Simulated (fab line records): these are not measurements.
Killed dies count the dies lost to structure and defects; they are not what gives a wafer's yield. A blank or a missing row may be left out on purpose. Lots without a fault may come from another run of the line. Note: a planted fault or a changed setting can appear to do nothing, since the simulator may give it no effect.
A single fault, viewed from 2 desks -- flow ritCmos -- what lay behind the numbers comes last; until then each desk has only its own

== THE METROLOGY DESK ==
Means of the sampled wafers that have a number, per lot and without regard to the tool the lot ran on: this is what the gauges read. If a lot's mean is further than 4 standard deviations from the usual mean, the lot is out of limits and carries the mark OUT (the distance appears in the brackets).
Columns: A = GATE_OXIDE_THK at RIT_GATE_THK_MEAS_07, usual 2.99 nm; B = NSD_OVL at RIT_NSD_OVL_MEAS_06, usual -0.6 nm; C = cdNm at RIT_M1_CD_MEAS_90, usual 2600 nm; D = M1_BOW at RIT_M1_BOW_MEAS_16, usual 16 um
lot,first seen here,A,B,C,D
L852,day 2 11:13,2.87,-1.3,2600,14
L853,day 2 15:19,3.00,-0.9,2597,14
L854,day 2 22:02,2.99,0.5,2599,27
L855,day 3 02:36,2.95,-0.4,2595,12
L856,day 3 06:58,3.03,-0.2,2600,13
L858,day 3 17:46,3.02,-1.6,2599,13
L861,day 4 06:32,2.99,-0.4,2599,12
L862,day 4 11:37,2.99,-2.2,2599,8
L863,day 4 17:32,2.87,-1.0,2599,11
L864,day 4 22:44,3.06,-1.1,2598,21
L866,day 5 07:24,2.99,0.0,2597,19
L871,day 6 08:24,3.06,-1.1,2602,15
L874,day 7 00:52,2.95,-0.8,2602,15
L875,day 7 06:46,2.97,0.1,2604,14
This desk's finding: nothing out of limits on any of the 14 lots.

== DESK OF THE TOOL OWNER: rieMetal-01 ==
The tool's own readings at RIT_M1_METAL_ETCH_12 (etches Al in Cl2/BCl3, stops on SiO2, time 165 s, target depth 600 nm): means of the sampled wafers that have a number, for each lot that ran on this tool. If a lot's mean is further than 4 standard deviations from the usual mean, the lot is out of limits and carries the mark OUT (the distance appears in the brackets).
Columns: A = chamberPressureMTorr at RIT_M1_METAL_ETCH_12, usual 100.02 mTorr; B = drypumpMotorCurrentA at RIT_M1_METAL_ETCH_12, usual 5.7 A; C = oesProductAu at RIT_M1_METAL_ETCH_12, usual 0.780 a.u.; D = throttleValvePct at RIT_M1_METAL_ETCH_12, usual 8.19 %
lot,first seen here,A,B,C,D
L853,day 3 12:09,100.01,5.7,0.774,8.21
L856,day 4 03:13,100.07,5.8,0.772,8.27
L862,day 5 08:35,100.10,5.7,0.769,8.20
L871,day 7 07:05,99.99,5.7,0.764,8.20
L874,day 7 21:43,100.00,5.7,0.762,8.21
This desk's finding: nothing out of limits on any of the 5 lots.

== PUT TOGETHER ==
Nothing out of limits was seen by the metrology desk.
The tool owner's desk saw nothing out of limits.

== WHAT WAS PUT IN BY THE SIMULATOR ==
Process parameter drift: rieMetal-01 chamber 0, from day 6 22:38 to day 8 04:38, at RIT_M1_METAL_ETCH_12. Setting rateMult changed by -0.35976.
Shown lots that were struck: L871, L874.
